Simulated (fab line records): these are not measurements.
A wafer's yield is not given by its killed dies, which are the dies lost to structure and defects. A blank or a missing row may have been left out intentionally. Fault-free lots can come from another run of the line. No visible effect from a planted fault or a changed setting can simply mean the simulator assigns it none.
fab line records	flow berkeleyCmos170	part 1 of 2: steps 1 to 29 of 41
[record] lots = 5	wafers = 15	lastDay = 13
route steps=331 shown NVT@114 PVT@115 GATE@125 FIELD@126 PLDD@145
lots with no fault: from the same line, run without faults
startH: start of the lot's first displayed wafer, in hours after the record's first day	waitH: hours from the lot's prior step to this one	" repeats the value in the row above	L1.1+2: several wafers, shown together as one row	- either no value or no given start	* or withheld: withheld	< > ~ a bound
route shown NAME@n: NAME is a module with steps in the file, n the number in the route of the first one	usual: mean and standard deviation over wafers with no fault	same: alike in all rows	chamber/n: place in a boat	sites: readings site by site	_std_site: how widely they spread, as a standard deviation	_edge_site: outer sites' mean less inner sites'	radiusMm: for every site, how far away it sits from the centre of the wafer	mask NAME#n: copy n	behind: the last tool/chamber to shape the wafer	hold: why the lot was held/for how many hours/how that ended	device: the transistor (n, p or np) that didn't switch	end of line: tests of these same wafers at the route's end	step lacking rows: just its recipe	killed: not the wafer's yield, but the dies lost to structure and defects at the first sort	map: a wafer's dies, x killed, . not, _ none there
set.NAME: the run value of the setting; set.NAME@STEP: its run value at that earlier step	model.NAME: the simulator's own value behind a step, which no gauge read
certain route steps with their lots: each step a table, each wafer a row
services: when a tool's chamber went out of use (startH, in hours from the record's first day, below 0 if earlier), for how many hours, and the reason
[[steps]]
[step UCB170_NVT_CLEAN_10]
[recipe] chemistry = SPM	tempC = 120	timeS = 600
[usual] tempC = 120.02/0.13
lot.wafer	tool	chamber	startH	waitH	tempC
L080.1	wetBench-03	2	169.35	0.1	120.04
L080.3	"	2	"	"	120.12
L080.4	"	2	"	"	120.04
L084.2	wetBench-02	0	170.02	0.0	119.78
L084.3	"	0	"	"	119.96
L084.5	"	0	"	"	120.04
L090.1	wetBench-04	1	212.30	1.0	119.88
L090.3	"	1	"	"	119.92
L090.4	"	1	"	"	120.10
L094.3	wetBench-02	0	238.44	2.4	120.13
L094.4	"	0	"	"	119.96
L094.6	"	0	"	"	120.18
L097.3	wetBench-04	2	250.26	0.3	120.11
L097.4	"	2	"	"	119.91
L097.6	"	2	"	"	120.03
[step UCB170_PVT_HMDS_00]
[recipe] primeTimeS = 60	primeTempC = 100
lot.wafer	tool	chamber	startH	waitH
L080.1+3+4	lithoTrack-02	0	170.31	0.8
L084.2+3+5	lithoTrack-04	0	170.87	0.7
L090.1+3+4	lithoTrack-04	0	212.49	0.0
L094.3+4+6	lithoTrack-01	0	238.66	0.1
L097.3+4+6	lithoTrack-04	0	250.73	0.3
[step UCB170_PVT_COAT_01]
[recipe] resist = KrF	spinRpm = 1468	resistThkNm = 900
lot.wafer	tool	chamber	startH	waitH
L080.1+3+4	lithoTrack-02	0	170.46	0.1
L084.2+3+5	lithoTrack-04	0	171.02	0.1
L090.1+3+4	lithoTrack-04	0	212.64	0.1
L094.3+4+6	lithoTrack-01	0	238.81	0.1
L097.3+4+6	lithoTrack-04	0	250.88	0.1
[step UCB170_PVT_SOFTBAKE_02]
[recipe] resist = KrF	tempC = 130	timeS = 60
lot.wafer	tool	chamber	startH	waitH
L080.1+3+4	lithoTrack-02	0	170.61	0.1
L084.2+3+5	lithoTrack-04	0	171.17	0.1
L090.1+3+4	lithoTrack-04	0	212.79	0.1
L094.3+4+6	lithoTrack-01	0	238.96	0.1
L097.3+4+6	lithoTrack-04	0	251.03	0.1
[step UCB170_PVT_EXPOSE_03]
[recipe] maskId = NWELL	targetCdNm = 3000	na = 0.5	sigmaOuter = 0.6	sourceShape = conventional	doseMj = 30
[usual] stageVelMmS = 500.06/0.26
lot.wafer	tool	chamber	startH	waitH	mask	stageVelMmS
L080.1	krfScanner-01	0	170.89	0.2	NWELL#0	500.24
L080.3	"	0	"	"	NWELL#0	500.22
L080.4	"	0	"	"	NWELL#0	500.11
L084.2	krfScanner-02	0	171.59	0.4	NWELL#0	499.95
L084.3	"	0	"	"	NWELL#0	500.14
L084.5	"	0	"	"	NWELL#0	499.83
L090.1	krfScanner-01	0	213.18	0.4	NWELL#0	499.84
L090.3	"	0	"	"	NWELL#0	500.01
L090.4	"	0	"	"	NWELL#0	500.23
L094.3	krfScanner-02	0	239.22	0.2	NWELL#0	500.38
L094.4	"	0	"	"	NWELL#0	500.28
L094.6	"	0	"	"	NWELL#0	500.45
L097.3	krfScanner-01	0	251.29	0.2	NWELL#0	499.88
L097.4	"	0	"	"	NWELL#0	499.73
L097.6	"	0	"	"	NWELL#0	500.12
[step UCB170_PVT_PEB_04]
[recipe] pebTempC = 130	pebTimeS = withheld	resist = KrF
lot.wafer	tool	chamber	startH	waitH
L080.1+3+4	lithoTrack-01	0	171.57	0.7
L084.2+3+5	lithoTrack-04	0	172.50	0.9
L090.1+3+4	lithoTrack-02	0	213.54	0.3
L094.3+4+6	lithoTrack-04	0	239.84	0.6
L097.3+4+6	lithoTrack-02	0	251.42	0.1
[step UCB170_PVT_DEVELOP_05]
[recipe] developer = TMAH	developTimeS = 45	resist = KrF	devTempC = 21
lot.wafer	tool	chamber	startH	waitH
L080.1+3+4	lithoTrack-01	0	-	-
L084.2+3+5	lithoTrack-04	0	-	-
L090.1+3+4	lithoTrack-02	0	-	-
L094.3+4+6	lithoTrack-04	0	-	-
L097.3+4+6	lithoTrack-02	0	-	-
[step UCB170_PVT_OVL_MEAS_06]
[usual] PVT_OVL = 1/4.2
lot.wafer	tool	chamber	startH	waitH	PVT_OVL[nm]
L080.1	overlay-02	-	171.85	-	9
L080.3	"	-	"	"	0
L080.4	"	-	"	"	6
L084.2	overlay-01	-	172.75	-	7
L084.3	"	-	"	"	0
L084.5	"	-	"	"	3
L090.1	overlay-02	-	213.82	-	1
L090.3	"	-	"	"	-2
L090.4	"	-	"	"	1
L094.3	overlay-01	-	240.08	-	1
L094.4	"	-	"	"	-3
L094.6	"	-	"	"	0
L097.3	overlay-02	-	251.66	-	2
L097.4	"	-	"	"	0
L097.6	"	-	"	"	4
[step UCB170_PVT_IMPLANT_07]
[recipe] species = P	doseCm2 = 2e+12	energyKev = 30	tiltDeg = 7
[usual] tiltDeg = 6.997/0.019
lot.wafer	tool	chamber	startH	waitH	tiltDeg
L080.1	implanter-02	0	171.88	0.0	6.956
L080.3	"	0	"	"	6.959
L080.4	"	0	"	"	6.957
L084.2	implanter-03	0	172.81	0.0	6.981
L084.3	"	0	"	"	6.977
L084.5	"	0	"	"	6.983
L090.1	implanter-01	0	213.86	0.0	6.971
L090.3	"	0	"	"	6.990
L090.4	"	0	"	"	7.008
L094.3	implanter-03	0	240.15	0.1	7.002
L094.4	"	0	"	"	6.993
L094.6	"	0	"	"	7.014
L097.3	implanter-02	0	251.73	0.1	6.990
L097.4	"	0	"	"	6.998
L097.6	"	0	"	"	6.972
[step UCB170_PVT_STRIP_08]
[recipe] chemistry = O2	powerW = 400	pressureMtorr = 3500	platenTempC = withheld	o2FlowSccm = 400	overashFraction = 0.5
[usual] drypumpMotorCurrentA = 5.5/0.48	oesProductAu = 0.734/0.0044	stripTimeToEndpointS = 21.84/0.072
lot.wafer	tool	chamber	startH	waitH	drypumpMotorCurrentA	oesProductAu	rfHoursCounterH	stripTimeToEndpointS
L080.1	plasmaAsher-02	1	172.03	0.1	4.8	0.729	5	21.79
L080.3	"	1	"	"	4.8	0.734	-	21.72
L080.4	"	0	"	"	5.5	0.731	-	21.85
L084.2	plasmaAsher-03	0	172.93	0.1	5.1	0.729	45	21.84
L084.3	"	1	"	"	5.8	0.736	-	21.84
L084.5	"	0	"	"	5.1	0.730	-	21.84
L090.1	plasmaAsher-04	1	214.01	0.1	6.2	0.735	53	21.72
L090.3	"	1	"	"	6.2	0.733	-	21.89
L090.4	"	0	"	"	5.7	0.732	-	21.86
L094.3	plasmaAsher-04	0	240.28	0.1	5.7	0.733	-	21.75
L094.4	"	1	"	"	6.2	0.729	-	21.80
L094.6	"	1	"	"	6.1	0.736	-	21.76
L097.3	plasmaAsher-04	1	251.87	0.1	6.1	0.731	-	21.87
L097.4	"	0	"	"	5.7	0.726	-	21.90
L097.6	"	0	"	"	5.8	0.741	-	21.82
[step UCB170_PVT_TW_MEAS_09]
[usual] PVT_TW = 507/5.3
lot.wafer	tool	chamber	startH	waitH	PVT_TW
L080.1	filmMetro-02	-	172.13	0.1	510
L080.3	"	-	"	"	513
L080.4	"	-	"	"	514
L084.2	filmMetro-02	-	173.04	0.1	511
L084.3	"	-	"	"	511
L084.5	"	-	"	"	509
L090.1	filmMetro-04	-	214.11	0.1	499
L090.3	"	-	"	"	500
L090.4	"	-	"	"	502
L094.3	filmMetro-03	-	240.37	0.1	506
L094.4	"	-	"	"	507
L094.6	"	-	"	"	509
L097.3	filmMetro-03	-	251.95	0.1	509
L097.4	"	-	"	"	508
L097.6	"	-	"	"	506
[step UCB170_GATE_WET_ETCH_00]
[recipe] chemistry = dHF	dilution = 25:1	target = SiO2	tempC = 25	timeS = 200
[usual] tempC = 25.00/0.11
lot.wafer	tool	chamber	startH	waitH	tempC
L080.1	wetBench-01	3	172.19	0.1	25.02
L080.3	"	3	"	"	25.03
L080.4	"	3	"	"	25.01
L084.2	wetBench-01	3	173.11	0.1	24.84
L084.3	"	3	"	"	25.00
L084.5	"	3	"	"	24.98
L090.1	wetBench-01	3	214.17	0.1	25.02
L090.3	"	3	"	"	24.85
L090.4	"	3	"	"	24.87
L094.3	wetBench-01	1	240.41	0.0	24.92
L094.4	"	1	"	"	24.86
L094.6	"	1	"	"	24.95
L097.3	wetBench-02	1	253.12	1.2	24.91
L097.4	"	1	"	"	25.15
L097.6	"	1	"	"	25.02
[step UCB170_FIELD_THK_MEAS_91]
[recipe] reads = SiO2_of_FIELD_OXIDATION_01
[usual] FIELD_OXIDE_LEFT_2_THK = 351/9.1
lot.wafer	tool	chamber	startH	waitH	FIELD_OXIDE_LEFT_2_THK[nm]
L080.1	filmMetro-03	-	172.26	0.0	347
L080.3	"	-	"	"	352
L080.4	"	-	"	"	352
L084.2	filmMetro-02	-	173.19	0.0	356
L084.3	"	-	"	"	357
L084.5	"	-	"	"	360
L090.1	filmMetro-04	-	214.24	0.0	364
L090.3	"	-	"	"	346
L090.4	"	-	"	"	359
L094.3	filmMetro-02	-	240.49	0.0	345
L094.4	"	-	"	"	351
L094.6	"	-	"	"	342
L097.3	filmMetro-03	-	253.20	0.0	358
L097.4	"	-	"	"	363
L097.6	"	-	"	"	358
[step UCB170_GATE_OXIDATION_01]
[recipe] tempC = 850	ambient = O2	targetThkA = 66	oxTimeS = 1800
[usual] spikeTcSourceC = 873.2/2.3
lot.wafer	tool	chamber	startH	waitH	spikeTcSourceC
L080.1	furnace-01	0	176.40	4.1	872.6
L080.3	"	0	"	"	874.4
L080.4	"	0	"	"	873.0
L084.2	furnace-01	0	176.40	3.2	873.3
L084.3	"	0	"	"	871.1
L084.5	"	0	"	"	873.7
L090.1	furnace-04	0	217.35	3.1	870.4
L090.3	"	0	"	"	869.5
L090.4	"	0	"	"	869.5
L094.3	furnace-04	0	245.40	4.9	870.9
L094.4	"	0	"	"	871.7
L094.6	"	0	"	"	869.2
L097.3	furnace-02	0	256.08	2.9	876.7
L097.4	"	0	"	"	876.1
L097.6	"	0	"	"	877.8
[step UCB170_GATE_THK_MEAS_02]
[recipe] reads = SiO2_of_GATE_OXIDATION_01
[usual] GATE_OXIDE_THK = 6.54/0.13
lot.wafer	tool	chamber	startH	waitH	GATE_OXIDE_THK[nm]
L080.1	filmMetro-02	-	177.90	0.0	6.82
L080.3	"	-	"	"	6.87
L080.4	"	-	"	"	6.84
L084.2	filmMetro-03	-	177.97	0.1	6.76
L084.3	"	-	"	"	6.64
L084.5	"	-	"	"	6.63
L090.1	filmMetro-02	-	218.88	0.0	6.70
L090.3	"	-	"	"	6.67
L090.4	"	-	"	"	6.66
L094.3	filmMetro-01	-	246.92	0.0	6.27
L094.4	"	-	"	"	6.28
L094.6	"	-	"	"	6.25
L097.3	filmMetro-03	-	257.60	0.0	6.53
L097.4	"	-	"	"	6.53
L097.6	"	-	"	"	6.48
[step UCB170_GATE_ANNEAL_03]
[recipe] tempC = 900	timeS = 1800	ambient = N2
[usual] spikeTcSourceC = 925.2/2.3
lot.wafer	tool	chamber	startH	waitH	spikeTcSourceC
L080.1	furnace-01	0	183.75	5.8	923.8
L080.3	"	0	"	"	923.0
L080.4	"	0	"	"	922.3
L084.2	furnace-01	0	183.75	5.8	923.5
L084.3	"	0	"	"	924.4
L084.5	"	0	"	"	925.2
L090.1	furnace-04	0	222.68	3.8	919.0
L090.3	"	0	"	"	922.8
L090.4	"	0	"	"	922.2
L094.3	furnace-02	0	252.00	5.1	926.4
L094.4	"	0	"	"	927.2
L094.6	"	0	"	"	927.0
L097.3	furnace-02	0	261.77	4.2	927.8
L097.4	"	0	"	"	927.9
L097.6	"	0	"	"	928.2
[step UCB170_GATE_CVD_04]
[recipe] material = poly-Si	tempC = 610	precursor = SiH4	timeS = 1440	pressureMtorr = 375	targetThkNm = 214	sih4FlowSccm = 120
[usual] spikeTcSourceC = 633.0/2.7
lot.wafer	tool	chamber	startH	waitH	spikeTcSourceC
L080.1	lpcvd-01	0	185.25	0.0	636.0
L080.3	"	0	"	"	634.7
L080.4	"	0	"	"	633.4
L084.2	lpcvd-01	1	185.25	0.0	628.9
L084.3	"	1	"	"	628.0
L084.5	"	1	"	"	630.5
L090.1	lpcvd-01	1	224.18	0.0	628.6
L090.3	"	1	"	"	630.9
L090.4	"	1	"	"	629.1
L094.3	lpcvd-02	1	253.50	0.0	637.2
L094.4	"	1	"	"	637.0
L094.6	"	1	"	"	637.6
L097.3	lpcvd-02	0	263.27	0.0	632.3
L097.4	"	0	"	"	632.4
L097.6	"	0	"	"	630.4
[step UCB170_GATE_THK_MEAS_05]
[recipe] reads = poly-Si_of_GATE_CVD_04
[usual] GATE_POLY_THK = 214.9/1.8
lot.wafer	tool	chamber	startH	waitH	GATE_POLY_THK[nm]
L080.1	filmMetro-02	-	186.71	0.1	215.4
L080.3	"	-	"	"	214.0
L080.4	"	-	"	"	214.3
L084.2	filmMetro-03	-	186.77	0.1	214.9
L084.3	"	-	"	"	214.4
L084.5	"	-	"	"	214.6
L090.1	filmMetro-01	-	225.59	0.0	212.9
L090.3	"	-	"	"	214.7
L090.4	"	-	"	"	212.8
L094.3	filmMetro-03	-	254.96	0.1	217.6
L094.4	"	-	"	"	218.7
L094.6	"	-	"	"	218.0
L097.3	filmMetro-03	-	264.69	0.0	213.6
L097.4	"	-	"	"	215.0
L097.6	"	-	"	"	216.5
[step UCB170_GATE_COAT_06]
[recipe] resist = BARC	tempC = withheld	timeS = withheld	spinRpm = 3000	resistThkNm = withheld
lot.wafer	tool	chamber	startH	waitH
L080.1+3+4	lithoTrack-03	0	187.16	0.4
L084.2+3+5	lithoTrack-02	0	187.22	0.4
L090.1+3+4	lithoTrack-01	0	225.65	0.1
L094.3+4+6	lithoTrack-01	0	255.46	0.5
L097.3+4+6	lithoTrack-03	0	264.78	0.1
[step UCB170_GATE_COAT_07]
[recipe] resist = KrF	spinRpm = 1500	resistThkNm = 900
lot.wafer	tool	chamber	startH	waitH
L080.1+3+4	lithoTrack-03	0	-	-
L084.2+3+5	lithoTrack-02	0	-	-
L090.1+3+4	lithoTrack-01	0	-	-
L094.3+4+6	lithoTrack-01	0	-	-
L097.3+4+6	lithoTrack-03	0	-	-
[step UCB170_GATE_SOFTBAKE_08]
[recipe] resist = KrF	tempC = 130	timeS = 60
lot.wafer	tool	chamber	startH	waitH
L080.1+3+4	lithoTrack-03	0	-	-
L084.2+3+5	lithoTrack-02	0	-	-
L090.1+3+4	lithoTrack-01	0	-	-
L094.3+4+6	lithoTrack-01	0	-	-
L097.3+4+6	lithoTrack-03	0	-	-
[step UCB170_GATE_EXPOSE_09]
[recipe] maskId = POLY	targetCdNm = 350	na = 0.5	sigmaOuter = 0.6	sourceShape = conventional	doseMj = 21
[usual] stageVelMmS = 500.01/0.28
lot.wafer	tool	chamber	startH	waitH	mask	stageVelMmS
L080.1	krfScanner-02	0	187.89	-	POLY#0	500.62
L080.3	"	0	"	"	POLY#0	500.42
L080.4	"	0	"	"	POLY#0	500.40
L084.2	krfScanner-02	0	188.02	-	POLY#0	500.18
L084.3	"	0	"	"	POLY#0	500.29
L084.5	"	0	"	"	POLY#0	500.05
L090.1	krfScanner-01	0	226.21	-	POLY#0	499.76
L090.3	"	0	"	"	POLY#0	499.90
L090.4	"	0	"	"	POLY#0	499.70
L094.3	krfScanner-02	0	256.13	-	POLY#0	499.64
L094.4	"	0	"	"	POLY#0	499.62
L094.6	"	0	"	"	POLY#0	499.72
L097.3	krfScanner-02	0	265.22	-	POLY#0	500.22
L097.4	"	0	"	"	POLY#0	499.98
L097.6	"	0	"	"	POLY#0	499.90
[step UCB170_GATE_PEB_10]
[recipe] pebTempC = 130	pebTimeS = withheld	resist = KrF
lot.wafer	tool	chamber	startH	waitH
L080.1+3+4	lithoTrack-02	0	188.37	0.5
L084.2+3+5	lithoTrack-01	0	188.45	0.4
L090.1+3+4	lithoTrack-02	0	226.33	0.1
L094.3+4+6	lithoTrack-01	0	256.36	0.2
L097.3+4+6	lithoTrack-03	0	265.34	0.1
[step UCB170_GATE_DEVELOP_11]
[recipe] developer = TMAH	developTimeS = 45	resist = KrF	devTempC = 21
lot.wafer	tool	chamber	startH	waitH
L080.1+3+4	lithoTrack-02	0	-	-
L084.2+3+5	lithoTrack-01	0	-	-
L090.1+3+4	lithoTrack-02	0	-	-
L094.3+4+6	lithoTrack-01	0	-	-
L097.3+4+6	lithoTrack-03	0	-	-
[step UCB170_GATE_CD_MEAS_12]
[recipe] targetCdNm = 350
[usual] cdNm = 349.7/1.5
lot.wafer	tool	chamber	startH	waitH	cdNm
L080.1	cdSem-02	-	188.65	-	349.1
L080.3	"	-	"	"	348.8
L080.4	"	-	"	"	349.2
L084.2	cdSem-02	-	188.79	-	350.0
L084.3	"	-	"	"	350.0
L084.5	"	-	"	"	350.3
L090.1	cdSem-01	-	226.60	-	349.6
L090.3	"	-	"	"	351.0
L090.4	"	-	"	"	349.6
L094.3	cdSem-02	-	256.63	-	349.3
L094.4	"	-	"	"	349.0
L094.6	"	-	"	"	350.6
L097.3	cdSem-01	-	265.61	-	352.6
L097.4	"	-	"	"	353.3
L097.6	"	-	"	"	353.5
[step UCB170_GATE_OVL_MEAS_13]
[usual] GATE_OVL = -2/4.5
lot.wafer	tool	chamber	startH	waitH	GATE_OVL[nm]
L080.1	overlay-02	-	188.77	0.1	0
L080.3	"	-	"	"	1
L080.4	"	-	"	"	-3
L084.2	overlay-01	-	188.89	0.1	-9
L084.3	"	-	"	"	-9
L084.5	"	-	"	"	-8
L090.1	overlay-01	-	226.72	0.1	3
L090.3	"	-	"	"	-2
L090.4	"	-	"	"	-2
L094.3	overlay-02	-	256.72	0.1	-2
L094.4	"	-	"	"	3
L094.6	"	-	"	"	0
L097.3	overlay-01	-	265.70	0.1	1
L097.4	"	-	"	"	-3
L097.6	"	-	"	"	1
[step UCB170_GATE_ETCH_14]
[recipe] chemistry = N2/H2	targetDepthA = withheld	overetchA = withheld	target = BARC	timeS = withheld	sourceW = 500	biasW = 100	pressureMtorr = 30	n2FlowSccm = 100	h2FlowSccm = 200
[usual] drypumpMotorCurrentA = 5.9/0.39	n2FlowSccm = 100.02/0.28	oesProductAu = 0.985/0.021	throttleValvePct = 13.28/0.17
lot.wafer	tool	chamber	startH	waitH	drypumpMotorCurrentA	n2FlowSccm	oesProductAu	throttleValvePct
L080.1	rieDiel-02	0	188.80	0.0	5.9	100.47	0.983	13.11
L080.3	"	3	"	"	6.2	100.03	1.018	13.05
L080.4	"	3	"	"	6.3	100.00	1.014	13.06
L084.2	rieDiel-04	2	188.92	0.0	5.6	100.03	0.977	13.14
L084.3	"	1	"	"	6.4	99.81	0.965	13.21
L084.5	"	3	"	"	6.2	100.36	0.979	13.26
L090.1	rieDiel-01	0	226.76	0.0	5.7	100.00	0.995	13.71
L090.3	"	2	"	"	5.7	99.91	0.976	13.46
L090.4	"	3	"	"	5.2	99.82	0.970	13.48
L094.3	rieDiel-04	1	256.74	0.0	6.3	100.12	0.973	13.19
L094.4	"	3	"	"	6.1	99.43	0.991	13.27
L094.6	"	3	"	"	6.2	99.84	0.983	13.29
L097.3	rieDiel-01	2	265.73	0.0	5.7	99.90	0.964	13.48
L097.4	"	1	"	"	5.1	99.97	0.962	13.03
L097.6	"	3	"	"	5.2	100.13	0.954	13.48
[step UCB170_GATE_ETCH_15]
[recipe] chemistry = HBr/Cl2	target = poly-Si	stopOn = SiO2	overEtchFrac = 0.3	icpW = 300	biasW = 146.4	timeS = 56.3	pressureMtorr = 15	HBr_flow_sccm = 150	Cl2_flow_sccm = 50	targetDepthA = 2782
[usual] drypumpMotorCurrentA = 5.3/0.58	mfcCl2Sccm = 49.99/0.16	oesProductAu = 0.839/0.013	throttleValvePct = 26.3/0.36
lot.wafer	tool	chamber	startH	waitH	drypumpMotorCurrentA	mfcCl2Sccm	oesProductAu	rfHoursCounterH	throttleValvePct
L080.1	rieSi-02	0	188.84	-	6.2	49.81	0.829	0	26.4
L080.3	"	3	"	"	5.0	50.11	0.855	103	27.0
L080.4	"	2	"	"	5.2	50.03	0.833	2	26.3
L084.2	rieSi-01	1	188.96	-	4.7	50.00	0.831	89	26.9
L084.3	"	3	"	"	4.7	50.06	0.828	0	25.9
L084.5	"	0	"	"	5.1	49.90	0.849	-	26.1
L090.1	rieSi-01	2	226.80	-	6.3	50.16	0.850	2	26.1
L090.3	"	1	"	"	4.7	50.12	0.829	89	26.9
L090.4	"	3	"	"	4.7	50.14	0.824	1	25.9
L094.3	rieSi-01	1	256.78	-	4.7	50.21	0.838	90	26.9
L094.4	"	2	"	"	6.3	50.08	0.864	2	26.1
L094.6	"	3	"	"	4.7	49.96	0.830	-	25.9
L097.3	rieSi-02	2	265.77	-	5.1	49.86	0.826	2	26.3
L097.4	"	0	"	"	6.2	49.95	0.833	-	26.4
L097.6	"	2	"	"	5.1	50.18	0.843	-	26.3
[step UCB170_GATE_STRIP_16]
[recipe] chemistry = O2	powerW = 400	pressureMtorr = 3500	platenTempC = withheld	o2FlowSccm = 400	overashFraction = 0.5
[usual] drypumpMotorCurrentA = 5.6/0.55	oesProductAu = 0.724/0.0045
lot.wafer	tool	chamber	startH	waitH	drypumpMotorCurrentA	oesProductAu	rfHoursCounterH
L080.1	plasmaAsher-01	0	188.89	0.0	6.5	0.720	38
L080.3	"	1	"	"	6.0	0.724	-
L080.4	"	0	"	"	6.5	0.716	-
L084.2	plasmaAsher-02	0	189.01	0.0	5.6	0.720	7
L084.3	"	0	"	"	5.5	0.725	-
L084.5	"	1	"	"	4.8	0.732	-
L090.1	plasmaAsher-02	0	226.85	0.0	5.5	0.728	11
L090.3	"	1	"	"	4.7	0.720	-
L090.4	"	0	"	"	5.5	0.717	-
L094.3	plasmaAsher-03	1	256.87	0.1	5.8	0.717	-
L094.4	"	0	"	"	5.1	0.718	-
L094.6	"	1	"	"	5.8	0.735	-
L097.3	plasmaAsher-03	1	265.85	0.1	5.8	0.731	-
L097.4	"	0	"	"	5.1	0.724	-
L097.6	"	0	"	"	5.1	0.723	-
